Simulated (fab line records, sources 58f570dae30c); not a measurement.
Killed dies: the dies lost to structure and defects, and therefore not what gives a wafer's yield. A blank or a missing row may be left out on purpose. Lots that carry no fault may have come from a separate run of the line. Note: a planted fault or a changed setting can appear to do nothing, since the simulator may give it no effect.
Which tool was responsible? / flow berkeley_cmos170 / 14 lots with 42 wafers sampled at 2 steps, on a route of 331 steps

== WHAT THE GAUGES SHOWED, per wafer ==
UCB170_NVT_TW_MEAS_09.
lot=L471; measured=day 6 18:29; on=film_metro-02; NVT_TW=535 536 540
lot=L472; measured=day 7 07:28; on=film_metro-04; NVT_TW=522 523 523
lot=L475; measured=day 7 07:46; on=film_metro-04; NVT_TW=519 520 522
lot=L473; measured=day 7 08:01; on=film_metro-02; NVT_TW=534 534 533
lot=L474; measured=day 7 08:05; on=film_metro-04; NVT_TW=521 522 520
lot=L476; measured=day 7 23:05; on=film_metro-01; NVT_TW=533 532 531
lot=L479; measured=day 8 09:06; on=film_metro-01; NVT_TW=534 533 533
lot=L482; measured=day 9 02:31; on=film_metro-02; NVT_TW=535 539 541
lot=L487; measured=day 9 18:42; on=film_metro-02; NVT_TW=584 582 585
lot=L488; measured=day 10 01:05; on=film_metro-01; NVT_TW=575 576 576
lot=L489; measured=day 10 01:33; on=film_metro-01; NVT_TW=529 532 531
lot=L491; measured=day 10 17:28; on=film_metro-02; NVT_TW=539 537 539
lot=L490; measured=day 10 17:44; on=film_metro-01; NVT_TW=535 528 531
lot=L494; measured=day 11 04:47; on=film_metro-02; NVT_TW=536 534 534

== EACH LOT AND THE TOOL THAT RAN IT (in order: tool; ch and the chambers of the sampled wafers; start) ==
lot=L471; UCB170_NVT_IMPLANT_07=implanter-01 ch 0, day 6 18:14
lot=L472; UCB170_NVT_IMPLANT_07=implanter-01 ch 0, day 7 07:13
lot=L475; UCB170_NVT_IMPLANT_07=implanter-03 ch 0, day 7 07:32
lot=L473; UCB170_NVT_IMPLANT_07=implanter-02 ch 0, day 7 07:46
lot=L474; UCB170_NVT_IMPLANT_07=implanter-01 ch 0, day 7 07:52
lot=L476; UCB170_NVT_IMPLANT_07=implanter-02 ch 0, day 7 22:50
lot=L479; UCB170_NVT_IMPLANT_07=implanter-03 ch 0, day 8 08:51
lot=L482; UCB170_NVT_IMPLANT_07=implanter-03 ch 0, day 9 02:16
lot=L487; UCB170_NVT_IMPLANT_07=implanter-01 ch 0, day 9 18:29
lot=L488; UCB170_NVT_IMPLANT_07=implanter-01 ch 0, day 10 00:50
lot=L489; UCB170_NVT_IMPLANT_07=implanter-03 ch 0, day 10 01:19
lot=L491; UCB170_NVT_IMPLANT_07=implanter-03 ch 0, day 10 17:15
lot=L490; UCB170_NVT_IMPLANT_07=implanter-02 ch 0, day 10 17:30
lot=L494; UCB170_NVT_IMPLANT_07=implanter-03 ch 0, day 11 04:32
- UCB170_NVT_IMPLANT_07

== WHAT THE TOOLS THEMSELVES READ (means of the sampled wafers that have a number; where no wafer has one, the mark that the record gives instead) ==
UCB170_NVT_IMPLANT_07.
lot=L471; tool=implanter-01; beam_on_s (s)=10.09; dose_ions_cm2=3e+12; faraday_current_uA=9.46
lot=L472; tool=implanter-01; beam_on_s (s)=9.85; dose_ions_cm2=3e+12; faraday_current_uA=9.65
lot=L475; tool=implanter-03; beam_on_s (s)=9.80; dose_ions_cm2=3e+12; faraday_current_uA=9.73
lot=L473; tool=implanter-02; beam_on_s (s)=9.87; dose_ions_cm2=3e+12; faraday_current_uA=9.64
lot=L474; tool=implanter-01; beam_on_s (s)=10.09; dose_ions_cm2=3e+12; faraday_current_uA=9.41
lot=L476; tool=implanter-02; beam_on_s (s)=10.20; dose_ions_cm2=3e+12; faraday_current_uA=9.33
lot=L479; tool=implanter-03; beam_on_s (s)=10.08; dose_ions_cm2=3e+12; faraday_current_uA=9.47
lot=L482; tool=implanter-03; beam_on_s (s)=10.06; dose_ions_cm2=3e+12; faraday_current_uA=9.47
lot=L487; tool=implanter-01; beam_on_s (s)=10.17; dose_ions_cm2=4e+12; faraday_current_uA=12.23
lot=L488; tool=implanter-01; beam_on_s (s)=10.15; dose_ions_cm2=4e+12; faraday_current_uA=12.22
lot=L489; tool=implanter-03; beam_on_s (s)=10.05; dose_ions_cm2=3e+12; faraday_current_uA=9.47
lot=L491; tool=implanter-03; beam_on_s (s)=10.12; dose_ions_cm2=3e+12; faraday_current_uA=9.41
lot=L490; tool=implanter-02; beam_on_s (s)=9.84; dose_ions_cm2=3e+12; faraday_current_uA=9.67
lot=L494; tool=implanter-03; beam_on_s (s)=10.11; dose_ions_cm2=3e+12; faraday_current_uA=9.42

== THE ANSWER, worked out from the rows above alone ==
Rule: the lots themselves supply what counts as usual. The widest of any qualifying gaps counts: lots, ordered by their means at a reading, are off when they make up no more than a third of the lots, leave a main group of 4 or more, and stand apart from it by 3 or more times the standard deviation of that group's means. Not used: any main group whose means are identical at the precision the tables above print for the reading. A lot without any number at a reading at which 4 lots or more have one is off too. Where the step has rows for the other lots, those lots are counted as sound. Order of review: gauges by route order, followed by the tools' own readings, for which a lot's mean as printed above is used. The first step at which some lot is off is used, and at that step the reading that is off furthest; a lot without a number counts as furthest.
Off: L487, L488, seen at UCB170_NVT_TW_MEAS_09 (NVT_TW). The main group has a mean of 531 with a standard deviation of 6.1.
If a tool, at a process step before that reading, ran all the lots that are off and no sound lot after the first of them, it fits. The gauges at UCB170_NVT_TW_MEAS_09 aren't tried: what is off there is off at UCB170_NVT_IMPLANT_07 too, on other tools, and a gauge's error can't cause that. One fits: implanter-01 at UCB170_NVT_IMPLANT_07. Its last sound lot is L474 (day 7 07:52), its first lot that is off L487 (day 9 18:29): a fault that began between those two fits.
The tool's own readings at UCB170_NVT_IMPLANT_07 bear it out: on the lots that are off they differ by more than 5 times the standard deviation of the sound lots' means. dose_ions_cm2 reads 4e+12 there against 3e+12 on the sound lots; faraday_current_uA reads 12.23 there against 9.51 on the sound lots.

== WHAT WAS PUT IN BY THE SIMULATOR ==
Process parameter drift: implanter-01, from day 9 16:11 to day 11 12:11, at UCB170_NVT_IMPLANT_07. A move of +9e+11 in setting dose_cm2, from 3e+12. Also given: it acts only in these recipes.
Shown lots that were struck: L487, L488. The rule given above showed the same thing.
